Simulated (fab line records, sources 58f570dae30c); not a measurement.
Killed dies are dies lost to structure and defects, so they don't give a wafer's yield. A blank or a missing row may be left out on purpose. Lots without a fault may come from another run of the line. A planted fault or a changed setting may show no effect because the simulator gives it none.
Which tool did it? | flow berkeley_cmos170 | 7 lots, 21 wafers sampled, at 1 step of a route of 331

WHAT THE GAUGES READ, wafer by wafer
UCB170_M1_CD_MEAS_90: target cd 700 nm.
lot  | measured     | on        | cd_nm (nm)
L938 | day 8 12:19  | cd_sem-02 | 700.7 698.8 697.0
L942 | day 9 08:34  | cd_sem-01 | 699.2 699.4 700.7
L943 | day 10 08:43 | cd_sem-01 | 697.0 696.3 699.5
L948 | day 10 20:43 | cd_sem-02 | 700.0 701.9 698.5
L946 | day 10 22:56 | cd_sem-01 | 700.7 696.2 699.8
L950 | day 11 05:02 | cd_sem-02 | 697.3 699.5 698.4
L958 | day 12 19:05 | cd_sem-02 | 699.2 700.4 697.8

WHICH TOOL RAN EACH LOT (tool, then ch and the chambers of the sampled wafers, then the start)
The record holds no process step before these readings.

THE ANSWER, worked out from the rows above alone
Rule: what is usual is taken from the lots themselves. Put in order of their means at a reading, lots are off if they are a third of the lots or fewer, leave a main group of 4 or more, and stand apart from it by a gap of 3 or more times the standard deviation of the main group's means; of several such gaps the widest counts. A main group whose means are all the same, to the digits that the tables above print for the reading, isn't used. A lot without any number at a reading at which 4 lots or more have one is off too. The other lots that the step has rows for count as sound.
No lot is off at any reading shown: from this, nothing can be told.

WHAT THE SIMULATOR HAD PUT IN
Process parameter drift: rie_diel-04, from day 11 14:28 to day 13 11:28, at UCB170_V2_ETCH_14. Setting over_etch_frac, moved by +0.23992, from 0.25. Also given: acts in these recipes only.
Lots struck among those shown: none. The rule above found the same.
